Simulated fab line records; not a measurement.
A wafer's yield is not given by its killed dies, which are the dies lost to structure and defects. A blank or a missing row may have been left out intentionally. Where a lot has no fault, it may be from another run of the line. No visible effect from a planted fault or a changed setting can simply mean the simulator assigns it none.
Which of the tools did it? :: flow rit-cmos :: 7 lots with 21 wafers sampled at 2 steps, on a route of 202 steps

WHAT EACH GAUGE READ, for each wafer
RIT_PLDD_TW_MEAS_10.
lot: L491
measured: day 3 08:53
on: film-metro-03
PLDD_TW: 2382 2369 2379

lot: L494
measured: day 4 00:11
on: film-metro-04
PLDD_TW: 2356 2353 2363

lot: L496
measured: day 4 07:04
on: film-metro-02
PLDD_TW: 2340 2352 2361

lot: L503
measured: day 5 15:43
on: film-metro-02
PLDD_TW: 2366 2367 2357

lot: L506
measured: day 6 08:05
on: film-metro-02
PLDD_TW: 2420 2417 2415

lot: L510
measured: day 7 05:24
on: film-metro-04
PLDD_TW: 2371 2356 2367

lot: L513
measured: day 7 19:50
on: film-metro-02
PLDD_TW: 2362 2361 2355

EACH LOT AND THE TOOL THAT RAN IT (in order: tool; ch and the chambers of the sampled wafers; start)
lot: L491
RIT_PLDD_IMPLANT_08: implanter-03 ch 0, day 3 08:34

lot: L494
RIT_PLDD_IMPLANT_08: implanter-03 ch 0, day 3 23:52

lot: L496
RIT_PLDD_IMPLANT_08: implanter-03 ch 0, day 4 06:46

lot: L503
RIT_PLDD_IMPLANT_08: implanter-04 ch 0, day 5 15:24

lot: L506
RIT_PLDD_IMPLANT_08: implanter-03 ch 0, day 6 07:46

lot: L510
RIT_PLDD_IMPLANT_08: implanter-01 ch 0, day 7 05:05

lot: L513
RIT_PLDD_IMPLANT_08: implanter-01 ch 0, day 7 19:30
- RIT_PLDD_IMPLANT_08

THE ANSWER, worked out from the rows above alone
Rule: what is usual is taken from the lots themselves. Put in order of their means at a reading, lots are off if they are a third of the lots or fewer, leave a main group of 4 or more, and stand apart from it by a gap of 3 or more times the standard deviation of the main group's means; of several such gaps the widest counts. If all means in a main group match to the digits the tables above print for the reading, that group is not used. Also off: a lot with no number at a reading for which 4 or more lots have one. Where the step has rows for the other lots, those lots are counted as sound.
Off: L506, seen at RIT_PLDD_TW_MEAS_10 (PLDD_TW). Mean 2362 and standard deviation 7.9 in the main group.
If a tool, at a process step before that reading, ran all the lots that are off and no sound lot after the first of them, it fits. The gauges at RIT_PLDD_TW_MEAS_10 are tried like those tools. One candidate fits, namely implanter-03 at RIT_PLDD_IMPLANT_08. A fault onset in the window from L496 (day 4 06:46, its last sound lot) to L506 (day 6 07:46, its first lot off) fits.

WHAT THE SIMULATOR PUT IN
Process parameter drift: implanter-03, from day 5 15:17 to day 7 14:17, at RIT_PLDD_IMPLANT_08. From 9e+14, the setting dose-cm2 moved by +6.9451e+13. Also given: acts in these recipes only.
Shown lots that were struck: L506. This agrees with what the rule above found.
